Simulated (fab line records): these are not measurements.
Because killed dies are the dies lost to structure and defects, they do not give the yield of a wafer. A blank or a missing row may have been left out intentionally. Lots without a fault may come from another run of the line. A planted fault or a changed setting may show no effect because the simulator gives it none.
fab line records	flow rit-cmos
record lots=6	wafers=18	last-day=7
route steps=202 shown NLDD@110 PLDD@114 SPACER@125 NSD@131 PSD@142 M1@202
lots with no fault: from the same line, run without faults
start-h: start of the lot's first displayed wafer, in hours after the record's first day	wait-h: how many hours have passed since the lot's step before this one	" identical to the entry in the row above	L1.1+2: several wafers, shown together as one row	- no value, or no start was given	* or withheld: withheld	< > ~ a bound
route shown NAME@n: a module of which the file shows steps, and the number in the route of the first	usual: the fault-free wafers' mean and standard deviation	same: alike in all rows	chamber/n: place in a boat	sites: the reading at each site	_std_site: standard deviation of those values	_edge_site: inner sites' mean taken away from outer sites' mean	radius-mm: for every site, how far away it sits from the centre of the wafer	mask NAME#n: copy n	behind: tool/chamber where the wafer was last shaped	hold: reason for holding the lot/hours on hold/outcome of the hold	device: which transistor (n, p or np) failed to switch	end of line: the same wafers' tests at the end of the route	a step with no rows: only its recipe	killed: dies lost to structure and defects at the first sort, not the wafer's yield	map: dies across one wafer; x = killed, . = not, _ = none there
set.NAME: the run value of the setting; set.NAME@STEP: its run value at that earlier step	model.NAME: the simulator's own value behind a step, which no gauge read
lots at selected steps of the route; one table per step, one row per wafer
services: a tool's chamber out of use, with start hour (start-h, from the record's first day; less than 0 if before it), hours out, and reason
## steps
# step RIT_NLDD_HARDBAKE_07
# recipe resist=NOVOLAK	temp-c=140	time-s=60
# step RIT_NLDD_IMPLANT_08
# recipe species=P	energy-kev=20	dose-cm2=5e+14	tilt-deg=7
# step RIT_NLDD_STRIP_09
# recipe chemistry=O2	time-s=180	resist=NOVOLAK	platen-temp-c=withheld	power-w=500	pressure-mtorr=4000	o2-flow-sccm=4000
# usual drypump-motor-current-A=6.1/0.48
# same time-s=180
lot.wafer	tool	chamber	start-h	wait-h	drypump-motor-current-A	rf-hours-counter-h
L488.1	plasma-asher-04	0	51.09	0.1	6.8	27
L488.2	"	1	"	"	5.5	27
L488.4	"	1	"	"	5.5	-
L491.3	plasma-asher-04	0	72.50	0.1	6.8	-
L491.5	"	0	"	"	6.8	-
L491.6	"	1	"	"	5.5	-
L495.2	plasma-asher-03	0	90.91	0.1	5.9	45
L495.4	"	1	"	"	6.3	-
L495.6	"	1	"	"	6.3	-
L500.4	plasma-asher-04	1	112.61	0.1	5.5	-
L500.5	"	1	"	"	5.5	-
L500.6	"	0	"	"	6.8	-
L502.1	plasma-asher-03	1	122.15	0.1	6.3	50
L502.5	"	1	"	"	6.3	-
L502.6	"	0	"	"	5.9	-
L509.2	plasma-asher-03	1	157.25	0.1	6.3	54
L509.4	"	0	"	"	5.9	-
L509.6	"	1	"	"	6.3	-
# step RIT_NLDD_TW_MEAS_10
# usual NLDD_TW=2473/26
lot.wafer	tool	chamber	start-h	wait-h	NLDD_TW
L488.1	film-metro-02	-	51.26	0.1	2458
L488.2	"	-	"	"	2471
L488.4	"	-	"	"	2458
L491.3	film-metro-01	-	72.63	0.1	2432
L491.5	"	-	"	"	2417
L491.6	"	-	"	"	2433
L495.2	film-metro-03	-	91.09	0.1	2511
L495.4	"	-	"	"	2513
L495.6	"	-	"	"	2498
L500.4	film-metro-03	-	112.76	0.1	2502
L500.5	"	-	"	"	2498
L500.6	"	-	"	"	2498
L502.1	film-metro-02	-	122.33	0.1	2479
L502.5	"	-	"	"	2488
L502.6	"	-	"	"	2476
L509.2	film-metro-03	-	157.44	0.1	2483
L509.4	"	-	"	"	2474
L509.6	"	-	"	"	2478
# step RIT_PLDD_HMDS_00
# recipe prime-time-s=60	prime-temp-c=140
# step RIT_PLDD_COAT_01
# recipe resist=NOVOLAK	spin-rpm=3250	resist-thk-nm=1000
# step RIT_PLDD_SOFTBAKE_02
# recipe resist=NOVOLAK	temp-c=90	time-s=60
# step RIT_PLDD_EXPOSE_03
# recipe mask-id=M8	na=0.57	target-cd-nm=40900	dose-mj=250
# step RIT_PLDD_PEB_04
# recipe resist=NOVOLAK	temp-c=withheld	time-s=withheld
# step RIT_PLDD_DEVELOP_05
# recipe resist=NOVOLAK	develop-time-s=50	dev-temp-c=23
# step RIT_PLDD_OVL_MEAS_06
# usual PLDD_OVL=0.6/1.6
lot.wafer	tool	chamber	start-h	wait-h	PLDD_OVL[nm]
L488.1	overlay-02	-	52.36	-	-1.2
L488.2	"	-	"	"	0.4
L488.4	"	-	"	"	-1.0
L491.3	overlay-02	-	73.66	-	2.5
L491.5	"	-	"	"	2.1
L491.6	"	-	"	"	1.4
L495.2	overlay-01	-	92.12	-	2.8
L495.4	"	-	"	"	0.1
L495.6	"	-	"	"	2.6
L500.4	overlay-02	-	113.78	-	2.2
L500.5	"	-	"	"	0.0
L500.6	"	-	"	"	-0.7
L502.1	overlay-02	-	123.36	-	1.2
L502.5	"	-	"	"	0.1
L502.6	"	-	"	"	0.3
L509.2	overlay-02	-	158.34	-	-0.1
L509.4	"	-	"	"	-0.2
L509.6	"	-	"	"	-1.3
# step RIT_PLDD_HARDBAKE_07
# recipe resist=NOVOLAK	temp-c=140	time-s=60
# step RIT_PLDD_IMPLANT_08
# recipe species=BF2	energy-kev=20	dose-cm2=9e+14	tilt-deg=7
# usual dose-ions-cm2=9.001e+14/8.9e+11	end-station-pressure-torr=7.3e-06/3.7e-07	faraday-current-uA=2820/55
lot.wafer	tool	chamber	start-h	wait-h	dose-ions-cm2	end-station-pressure-torr	faraday-current-uA
L488.1	implanter-02	0	52.56	0.1	8.992e+14	7.3e-06	2889
L488.2	"	0	"	"	9.003e+14	6.9e-06	2802
L488.4	"	0	"	"	9.005e+14	8.3e-06	2792
L491.3	implanter-04	0	73.88	0.1	8.999e+14	7.1e-06	2872
L491.5	"	0	"	"	9e+14	7.4e-06	2789
L491.6	"	0	"	"	9.008e+14	6.9e-06	2737
L495.2	implanter-04	0	92.33	0.1	1.7098e+15	9e-06	5300
L495.4	"	0	"	"	1.71e+15	9.9e-06	5327
L495.6	"	0	"	"	1.7089e+15	9.3e-06	5215
L500.4	implanter-04	0	114.44	0.1	1.7104e+15	9.7e-06	5377
L500.5	"	0	"	"	1.7104e+15	9.5e-06	5291
L500.6	"	0	"	"	1.7082e+15	9.5e-06	5237
L502.1	implanter-02	0	123.55	0.1	9.001e+14	7.4e-06	2766
L502.5	"	0	"	"	9.008e+14	7e-06	2843
L502.6	"	0	"	"	8.998e+14	7.1e-06	2859
L509.2	implanter-02	0	158.55	0.1	9.012e+14	6.8e-06	2888
L509.4	"	0	"	"	9.006e+14	7.4e-06	2865
L509.6	"	0	"	"	8.986e+14	7.1e-06	2795
# step RIT_PLDD_STRIP_09
# recipe chemistry=O2	time-s=180	resist=NOVOLAK	platen-temp-c=withheld	power-w=500	pressure-mtorr=4000	o2-flow-sccm=4000
# usual drypump-motor-current-A=6.0/0.55
# same time-s=180
lot.wafer	tool	chamber	start-h	wait-h	drypump-motor-current-A	rf-hours-counter-h
L488.1	plasma-asher-04	1	52.71	0.1	5.5	27
L488.2	"	0	"	"	6.8	27
L488.4	"	0	"	"	6.8	-
L491.3	plasma-asher-04	1	74.04	0.1	5.5	-
L491.5	"	1	"	"	5.5	-
L491.6	"	0	"	"	6.8	-
L495.2	plasma-asher-04	1	92.45	0.1	5.5	31
L495.4	"	1	"	"	5.5	-
L495.6	"	1	"	"	5.5	-
L500.4	plasma-asher-02	1	114.57	0.1	5.7	-
L500.5	"	0	"	"	6.0	-
L500.6	"	1	"	"	5.7	-
L502.1	plasma-asher-02	1	123.70	0.1	5.7	49
L502.5	"	0	"	"	6.0	-
L502.6	"	1	"	"	5.7	-
L509.2	plasma-asher-04	1	158.67	0.1	5.5	40
L509.4	"	0	"	"	6.8	-
L509.6	"	0	"	"	6.8	-
# step RIT_PLDD_TW_MEAS_10
# usual PLDD_TW=2328/26
lot.wafer	tool	chamber	start-h	wait-h	PLDD_TW
L488.1	film-metro-01	-	52.88	0.1	2281
L488.2	"	-	"	"	2308
L488.4	"	-	"	"	2302
L491.3	film-metro-01	-	74.18	0.1	2290
L491.5	"	-	"	"	2292
L491.6	"	-	"	"	2293
L495.2	film-metro-03	-	92.64	0.1	2739
L495.4	"	-	"	"	2741
L495.6	"	-	"	"	2715
L500.4	film-metro-02	-	114.72	0.1	2710
L500.5	"	-	"	"	2709
L500.6	"	-	"	"	2727
L502.1	film-metro-01	-	123.88	0.1	2307
L502.5	"	-	"	"	2296
L502.6	"	-	"	"	2293
L509.2	film-metro-01	-	158.86	0.1	2317
L509.4	"	-	"	"	2301
L509.6	"	-	"	"	2303
# step RIT_SPACER_CLEAN_00
# recipe chemistry=SC1	mix=3:3:50	time-s=600	temp-c=75
# step RIT_SPACER_CLEAN_01
# recipe chemistry=dHF	dilution=50:1	time-s=30
# step RIT_SPACER_CLEAN_02
# recipe chemistry=SC2	mix=3:3:50	time-s=600	temp-c=75	dry=n2-spin
# step RIT_SPACER_CVD_03
# recipe material=Si3N4	target-thk-nm=250	temp-c=810	precursor=SiH2Cl2/NH3	time-s=3300	pressure-mtorr=300	sih2cl2-flow-sccm=60	nh3-flow-sccm=150
# step RIT_SPACER_THK_MEAS_04
# recipe reads=Si3N4_of_SPACER_CVD_03
# usual SPACER_NITRIDE_THK=249.3/2.7
lot.wafer	tool	chamber	start-h	wait-h	SPACER_NITRIDE_THK[nm]
L488.1	film-metro-04	-	55.23	0.0	247.8
L488.2	"	-	"	"	248.4
L488.4	"	-	"	"	249.0
L491.3	film-metro-03	-	77.96	0.0	252.6
L491.5	"	-	"	"	254.0
L491.6	"	-	"	"	255.2
L495.2	film-metro-04	-	95.46	0.0	249.0
L495.4	"	-	"	"	252.1
L495.6	"	-	"	"	250.6
L500.4	film-metro-04	-	117.09	0.0	252.7
L500.5	"	-	"	"	252.4
L500.6	"	-	"	"	252.8
L502.1	film-metro-03	-	126.22	0.0	250.5
L502.5	"	-	"	"	248.5
L502.6	"	-	"	"	249.8
L509.2	film-metro-02	-	161.20	0.0	247.1
L509.4	"	-	"	"	244.6
L509.6	"	-	"	"	245.4
# step RIT_SPACER_ETCHBACK_05
# recipe target-depth-a=2500	SF6_flow_sccm=30	CHF3_flow_sccm=30	target=Si3N4	chemistry=SF6/CHF3	pressure-mtorr=40	rf-w=250	time-s=240	stop-on=SiO2
# usual drypump-motor-current-A=5.7/0.37	oes-product-au=0.840/0.014	throttle-valve-pct=10.27/0.16
# same time-s=240
lot.wafer	tool	chamber	start-h	wait-h	drypump-motor-current-A	oes-product-au	rf-hours-counter-h	throttle-valve-pct
L488.1	rie-diel-04	2	55.29	0.1	5.8	0.825	40	10.41
L488.2	"	3	"	"	5.3	0.822	86	10.21
L488.4	"	0	"	"	5.6	0.845	147	10.17
L491.3	rie-diel-04	3	78.00	0.0	5.3	0.832	87	10.20
L491.5	"	0	"	"	5.6	0.852	-	10.18
L491.6	"	1	"	"	5.6	0.871	-	10.31
L495.2	rie-diel-04	1	95.51	0.0	5.6	0.855	112	10.29
L495.4	"	3	"	"	5.3	0.827	87	10.22
L495.6	"	0	"	"	5.6	0.837	-	10.16
L500.4	rie-diel-04	3	117.12	0.0	5.3	0.823	88	10.22
L500.5	"	2	"	"	5.8	0.848	-	10.41
L500.6	"	3	"	"	5.3	0.823	-	10.20
L502.1	rie-diel-04	3	126.28	0.1	5.3	0.821	88	10.20
L502.5	"	3	"	"	5.3	0.809	-	10.20
L502.6	"	0	"	"	5.6	0.841	-	10.16
L509.2	rie-diel-01	0	161.25	0.0	6.4	0.829	131	10.46
L509.4	"	1	"	"	5.1	0.827	139	10.42
L509.6	"	2	"	"	5.6	0.830	-	10.05
# step RIT_NSD_HMDS_00
# recipe prime-time-s=60	prime-temp-c=140
# step RIT_NSD_COAT_01
# recipe resist=NOVOLAK	spin-rpm=3250	resist-thk-nm=1000
# step RIT_NSD_SOFTBAKE_02
# recipe resist=NOVOLAK	temp-c=90	time-s=60
# step RIT_NSD_EXPOSE_03
# recipe mask-id=M9	na=0.57	target-cd-nm=40700	dose-mj=250
# step RIT_NSD_PEB_04
# recipe resist=NOVOLAK	temp-c=withheld	time-s=withheld
# step RIT_NSD_DEVELOP_05
# recipe resist=NOVOLAK	develop-time-s=50	dev-temp-c=23
# step RIT_NSD_OVL_MEAS_06
# usual NSD_OVL=-0.3/1.4
lot.wafer	tool	chamber	start-h	wait-h	NSD_OVL[nm]
L488.1	overlay-01	-	56.53	-	0.6
L488.2	"	-	"	"	-1.2
L488.4	"	-	"	"	-0.8
L491.3	overlay-02	-	79.01	-	-1.4
L491.5	"	-	"	"	-1.2
L491.6	"	-	"	"	-2.8
L495.2	overlay-02	-	96.64	-	0.7
L495.4	"	-	"	"	-0.6
L495.6	"	-	"	"	-0.6
L500.4	overlay-02	-	118.26	-	-1.2
L500.5	"	-	"	"	-1.2
L500.6	"	-	"	"	-2.3
L502.1	overlay-02	-	127.28	-	3.4
L502.5	"	-	"	"	1.9
L502.6	"	-	"	"	-0.3
L509.2	overlay-01	-	162.38	-	0.7
L509.4	"	-	"	"	1.0
L509.6	"	-	"	"	0.2
# step RIT_NSD_HARDBAKE_07
# recipe resist=NOVOLAK	temp-c=140	time-s=60
# step RIT_NSD_IMPLANT_08
# recipe species=P	energy-kev=25	dose-cm2=1e+15	tilt-deg=7
# step RIT_NSD_STRIP_09
# recipe chemistry=O2	time-s=180	resist=NOVOLAK	platen-temp-c=withheld	power-w=500	pressure-mtorr=4000	o2-flow-sccm=4000
# usual drypump-motor-current-A=5.95/0.18
# same time-s=180
lot.wafer	tool	chamber	start-h	wait-h	drypump-motor-current-A	rf-hours-counter-h
L488.1	plasma-asher-03	1	56.87	0.1	6.27	42
L488.2	"	0	"	"	5.90	42
L488.4	"	1	"	"	6.29	-
L491.3	plasma-asher-02	1	79.39	0.1	5.71	-
L491.5	"	0	"	"	5.96	-
L491.6	"	1	"	"	5.75	-
L495.2	plasma-asher-02	1	96.97	0.1	5.73	45
L495.4	"	1	"	"	5.67	-
L495.6	"	1	"	"	5.72	-
L500.4	plasma-asher-02	0	118.64	0.1	5.96	-
L500.5	"	1	"	"	5.68	-
L500.6	"	0	"	"	5.95	-
L502.1	plasma-asher-02	1	127.62	0.1	5.72	50
L502.5	"	0	"	"	5.97	-
L502.6	"	1	"	"	5.72	-
L509.2	plasma-asher-01	0	162.71	0.1	5.91	3
L509.4	"	0	"	"	5.89	-
L509.6	"	0	"	"	5.86	-
# step RIT_NSD_TW_MEAS_10
# usual NSD_TW=3086/38
lot.wafer	tool	chamber	start-h	wait-h	NSD_TW
L488.1	film-metro-01	-	57.04	0.1	3051
L488.2	"	-	"	"	3054
L488.4	"	-	"	"	3051
L491.3	film-metro-03	-	79.53	0.1	3147
L491.5	"	-	"	"	3113
L491.6	"	-	"	"	3142
L495.2	film-metro-01	-	97.15	0.1	3057
L495.4	"	-	"	"	3056
L495.6	"	-	"	"	3053
L500.4	film-metro-01	-	118.79	0.1	3040
L500.5	"	-	"	"	3042
L500.6	"	-	"	"	3048
L502.1	film-metro-01	-	127.79	0.1	3054
L502.5	"	-	"	"	3074
L502.6	"	-	"	"	3055
L509.2	film-metro-01	-	162.90	0.1	3065
L509.4	"	-	"	"	3072
L509.6	"	-	"	"	3050
# step RIT_PSD_HMDS_00
# recipe prime-time-s=60	prime-temp-c=140
# step RIT_PSD_COAT_01
# recipe resist=NOVOLAK	spin-rpm=3250	resist-thk-nm=1000
# step RIT_PSD_SOFTBAKE_02
# recipe resist=NOVOLAK	temp-c=90	time-s=60
# step RIT_PSD_EXPOSE_03
# recipe mask-id=M10	na=0.57	target-cd-nm=40900	dose-mj=250
# step RIT_PSD_PEB_04
# recipe resist=NOVOLAK	temp-c=withheld	time-s=withheld
# step RIT_PSD_DEVELOP_05
# recipe resist=NOVOLAK	develop-time-s=50	dev-temp-c=23
# step RIT_PSD_OVL_MEAS_06
# usual PSD_OVL=-0.2/1.5
lot.wafer	tool	chamber	start-h	wait-h	PSD_OVL[nm]
L488.1	overlay-02	-	58.27	-	1.2
L488.2	"	-	"	"	0.8
L488.4	"	-	"	"	-0.9
L491.3	overlay-01	-	80.43	-	-2.7
L491.5	"	-	"	"	-3.0
L491.6	"	-	"	"	-1.7
L495.2	overlay-02	-	98.06	-	1.1
L495.4	"	-	"	"	-0.1
L495.6	"	-	"	"	-0.4
L500.4	overlay-01	-	119.81	-	3.0
L500.5	"	-	"	"	-0.4
L500.6	"	-	"	"	1.9
L502.1	overlay-02	-	128.83	-	-0.4
L502.5	"	-	"	"	-0.4
L502.6	"	-	"	"	-1.1
L509.2	overlay-01	-	163.80	-	-1.0
L509.4	"	-	"	"	-0.1
L509.6	"	-	"	"	1.7
# step RIT_PSD_HARDBAKE_07
# recipe resist=NOVOLAK	temp-c=140	time-s=60
# step RIT_PSD_IMPLANT_08
# recipe species=BF2	energy-kev=27	dose-cm2=5e+15	tilt-deg=7
# step RIT_PSD_STRIP_09
# recipe chemistry=O2	time-s=180	resist=NOVOLAK	platen-temp-c=withheld	power-w=500	pressure-mtorr=4000	o2-flow-sccm=4000
# usual drypump-motor-current-A=6.0/0.3
# same time-s=180
lot.wafer	tool	chamber	start-h	wait-h	drypump-motor-current-A	rf-hours-counter-h
L488.1	plasma-asher-02	1	58.60	0.1	5.8	41
L488.2	"	0	"	"	5.9	41
L488.4	"	0	"	"	5.9	-
L491.3	plasma-asher-03	0	80.81	0.1	5.9	-
L491.5	"	0	"	"	5.9	-
L491.6	"	1	"	"	6.3	-
L495.2	plasma-asher-02	0	98.39	0.1	6.0	45
L495.4	"	0	"	"	6.0	-
L495.6	"	0	"	"	6.0	-
L500.4	plasma-asher-04	1	120.19	0.1	5.5	-
L500.5	"	1	"	"	5.5	-
L500.6	"	0	"	"	6.8	-
L502.1	plasma-asher-04	1	129.16	0.1	5.5	36
L502.5	"	1	"	"	5.5	-
L502.6	"	0	"	"	6.8	-
L509.2	plasma-asher-03	1	164.13	0.1	6.3	55
L509.4	"	0	"	"	5.9	-
L509.6	"	1	"	"	6.3	-
# step RIT_SDANNEAL_RS_MEAS_06
# recipe thk-meas-gauge=four-point-probe
# usual PLDD_RS=178.6/0.39
lot.wafer	tool	chamber	start-h	wait-h	PLDD_RS[ohm/sq]
L488.1	film-metro-01	-	59.56	0.1	178.8
L488.2	"	-	"	"	179.1
L488.4	"	-	"	"	178.7
L491.3	film-metro-01	-	81.72	0.1	179.3
L491.5	"	-	"	"	178.9
L491.6	"	-	"	"	178.7
L495.2	film-metro-03	-	99.31	0.1	153.0
L495.4	"	-	"	"	152.5
L495.6	"	-	"	"	153.1
L500.4	film-metro-03	-	121.09	0.1	153.1
L500.5	"	-	"	"	152.9
L500.6	"	-	"	"	152.9
L502.1	film-metro-01	-	130.06	0.1	179.0
L502.5	"	-	"	"	178.8
L502.6	"	-	"	"	178.9
L509.2	film-metro-02	-	165.07	0.1	178.3
L509.4	"	-	"	"	178.3
L509.6	"	-	"	"	178.7
# step RIT_M1_PROBE_99
# usual killed-at-contacts=0.1/0.38	killed-at-front-end=6.9/2.9	killed-dies=7.1/3	killed-open=3.5/2.1	killed-short=3.5/2
# same gross-dies=264	killed_at_M0_to_M3=0	killed_at_M4_up=0	killed-at-back-side=0	killed-at-other=0
lot.wafer	tool	chamber	start-h	wait-h	killed-at-contacts	killed-at-front-end	killed-dies	killed-open	killed-short	model.etest.pmos-turned.r-on-ohm-um	model.etest.pmos_0p3.r-on-ohm-um	model.etest.pmos_0p15.r-on-ohm-um	model.etest.pldd.rs-ohm-sq	model.etest.pldd.line-ohm-um	model.etest.pmos-turned.drive-ua-um	model.etest.pmos_0p15.drive-ua-um	model.etest.pmos-narrow.drive-ua-um
L488.1	prober-02	-	67.45	0.1	1	4	5	3	2	3422	6189	2776	489.7	153.9	192	257.6	107
L488.2	prober-02	-	67.50	0.1	0	5	5	1	4	3535	6296	2858	506.4	159.7	186.1	250.5	106
L488.4	prober-02	-	67.60	0.2	0	6	6	2	4	3319	6105	2687	482.2	150.1	203.1	267.1	108.8
L491.3	prober-01	-	89.33	0.2	0	7	7	2	5	3261	6244	2604	466	143.8	204.1	269.6	106.6
L491.5	prober-01	-	89.43	0.2	0	3	3	1	2	3300	6302	2687	492.6	155.4	196.1	263.8	103
L491.6	prober-01	-	89.48	0.2	0	6	6	2	4	3314	6350	2676	481.4	149.1	196.3	261.8	102.8
L495.2	prober-02	-	106.67	0.1	1	5	6	1	5	3163	5868	2528	356.8	112.2	216.2	280	109.7
L495.4	prober-02	-	106.77	0.2	0	6	6	1	5	3206	6016	2604	352	109.7	208.4	269.1	109
L495.6	prober-02	-	106.87	0.2	1	4	5	2	3	3195	5967	2645	345.5	109.1	210.4	267.5	108.9
L500.4	prober-02	-	128.34	0.2	0	9	9	4	5	2976	5890	2438	301.2	94.78	228.9	289.6	108.7
L500.5	prober-02	-	128.39	0.2	0	8	8	4	4	3030	5940	2505	312.6	98.05	224.7	282.8	108.2
L500.6	prober-02	-	128.44	0.2	0	9	9	3	6	2995	6010	2448	303.8	96.73	229.1	288	105.9
L502.1	prober-01	-	138.18	0.1	0	5	5	3	2	3448	6484	2782	506.8	159.4	186.7	250.5	95.56
L502.5	prober-01	-	138.38	0.2	0	3	3	3	0	3373	6463	2705	495.6	154.8	192.9	257.9	96.79
L502.6	prober-01	-	138.43	0.2	0	8	8	3	5	3440	6522	2738	511.6	161.8	185.9	252.2	94.1
L509.2	prober-02	-	172.44	0.1	1	11	12	3	7	3320	6270	2705	465.2	148.2	199.2	261.9	101.8
L509.4	prober-02	-	172.54	0.2	0	11	11	3	7	3292	6246	2668	467.9	147.4	201.1	263.7	102.6
L509.6	prober-02	-	172.64	0.2	0	9	9	3	4	3268	6251	2674	456.9	143.8	202.8	266.4	102.2
# killed by level:class
L488.1 GATE:geometric-particle:open=1 REOX:geometric-particle:short=1 SPACER:geometric-particle:short=1 SILICIDE:geometric-particle:open=1 CONTACT:geometric-particle:open=1
L488.2 GATE:geometric-particle:short=2 FOX1:geometric-particle:open=1 FOX1:geometric-particle:short=1 SILICIDE:geometric-particle:short=1
L488.4 SPACER:geometric-particle:short=2 FOX1:geometric-particle:short=1 REOX:geometric-particle:open=1 SPACER:geometric-particle:open=1 SILICIDE:geometric-particle:short=1
L491.3 SILICIDE:geometric-particle:short=2 FOX1:geometric-particle:open=1 FOX2:geometric-particle:short=1 FOX2:geometric-particle:open=1 GATE:geometric-particle:short=1 SPACER:geometric-particle:short=1
L491.5 GATE:geometric-particle:short=2 SPACER:geometric-particle:open=1
L491.6 FOX1:geometric-particle:short=1 FOX2:geometric-particle:short=1 GATE:geometric-particle:open=1 GATE:geometric-particle:short=1 SPACER:geometric-particle:short=1 SILICIDE:geometric-particle:open=1
L495.2 GATE:geometric-particle:short=3 SPACER:geometric-particle:open=1 SILICIDE:geometric-particle:short=1 CONTACT:geometric-particle:short=1
L495.4 SILICIDE:geometric-particle:short=2 FOX1:geometric-particle:short=1 GATE:geometric-particle:short=1 REOX:geometric-particle:open=1 SPACER:geometric-particle:short=1
L495.6 FOX1:geometric-particle:short=3 REOX:geometric-particle:open=1 CONTACT:geometric-particle:open=1
L500.4 GATE:geometric-particle:open=2 REOX:geometric-particle:short=2 FOX2:geometric-particle:short=1 GATE:geometric-particle:short=1 SPACER:geometric-particle:short=1 SPACER:geometric-particle:open=1 SILICIDE:geometric-particle:open=1
L500.5 GATE:geometric-particle:short=3 SPACER:geometric-particle:open=3 FOX1:geometric-particle:short=1 GATE:geometric-particle:open=1
L500.6 FOX2:geometric-particle:short=4 GATE:geometric-particle:short=1 REOX:geometric-particle:short=1 REOX:geometric-particle:open=1 SPACER:geometric-particle:open=1 SILICIDE:geometric-particle:open=1
L502.1 GATE:geometric-particle:open=3 REOX:geometric-particle:short=2
L502.5 FOX1:geometric-particle:open=1 GATE:geometric-particle:open=1 SPACER:geometric-particle:open=1
L502.6 GATE:geometric-particle:short=4 FOX1:geometric-particle:open=2 FOX1:geometric-particle:short=1 GATE:geometric-particle:open=1
L509.2 GATE:geometric-particle:short=4 FOX1:geometric-particle:short=1 FOX2:geometric-particle:open=1 GATE:geometric-particle:open=1 REOX:geometric-particle:short=1 SILICIDE:geometric-particle:open=1 CONTACT:geometric-particle:short=1 NLDD:coat-microbubble-printed=1
L509.4 FOX1:geometric-particle:short=3 GATE:geometric-particle:short=2 GATE:geometric-particle:open=2 REOX:geometric-particle:open=1 REOX:geometric-particle:short=1 SPACER:geometric-particle:short=1 PLDD:coat-microbubble-printed=1
L509.6 GATE:geometric-particle:short=2 GATE:geometric-particle:open=2 FOX2:geometric-particle:short=1 REOX:geometric-particle:short=1 REOX:geometric-particle:open=1 NLDD:coat-microbubble-printed=1 PLDD:coat-microbubble-printed=1
## services
tool	chamber	start-h	hours	kind
plasma-asher-03	-	45.70	3.9	repair
implanter-04	-	54.61	3.2	pm
plasma-asher-04	-	67.36	4.3	pm
rie-diel-04	2	78.25	10.4	repair
plasma-asher-01	-	86.36	44.0	repair
implanter-04	-	112.19	1.7	repair
rie-diel-01	-	120.40	0.3	repair
rie-diel-01	3	127.01	20.2	repair
plasma-asher-01	-	130.40	9.0	pm
plasma-asher-01	0	130.40	9.0	vent-cycle
plasma-asher-01	1	130.40	9.0	vent-cycle
rie-diel-01	0	133.54	6.1	repair
plasma-asher-01	0	139.40	-	clean
plasma-asher-01	1	139.40	-	clean
plasma-asher-03	-	142.21	2.9	repair
rie-diel-04	0	158.99	-	clean
## key
first-sign step=RIT_PLDD_IMPLANT_08	reading=dose-ions-cm2	direction=up	sigmas=99+	usual=9.001e+14	struck=1.7096e+15
effect step=RIT_PLDD_IMPLANT_08	reading=faraday-current-uA	direction=up	sigmas=45	usual=2820	struck=5291
effect step=RIT_PLDD_TW_MEAS_10	reading=PLDD_TW	direction=up	sigmas=15	usual=2328	struck=2724
effect step=RIT_SDANNEAL_RS_MEAS_06	reading=PLDD_RS	direction=down	sigmas=66	usual=178.6	struck=152.9
model-effect step=RIT_M1_PROBE_99	value=etest.pmos-turned.r-on-ohm-um	without=3466	struck=3094
met-at RIT_PLDD_IMPLANT_08
struck-wafers L495.2,L495.4,L495.6,L500.4,L500.5,L500.6
tester-left-out L495,L500
onset-between 73.88 92.33
fault kind=process-parameter-drift	tool=implanter-04	chamber=-	onset-h=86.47	steps=RIT_PLDD_IMPLANT_08	channel=dose-cm2	offset=8.0935e+14	shape=step	end-h=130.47	acts-in=these-recipes-only	stated=9e+14
# tester-left-out: of these lots the tester's yield and bins aren't shown, on N5 and GAA mostly nor the transistor test; their killed dies are dies lost to structure and defects alone, not to doping, threshold or leakage, so they don't give the yield
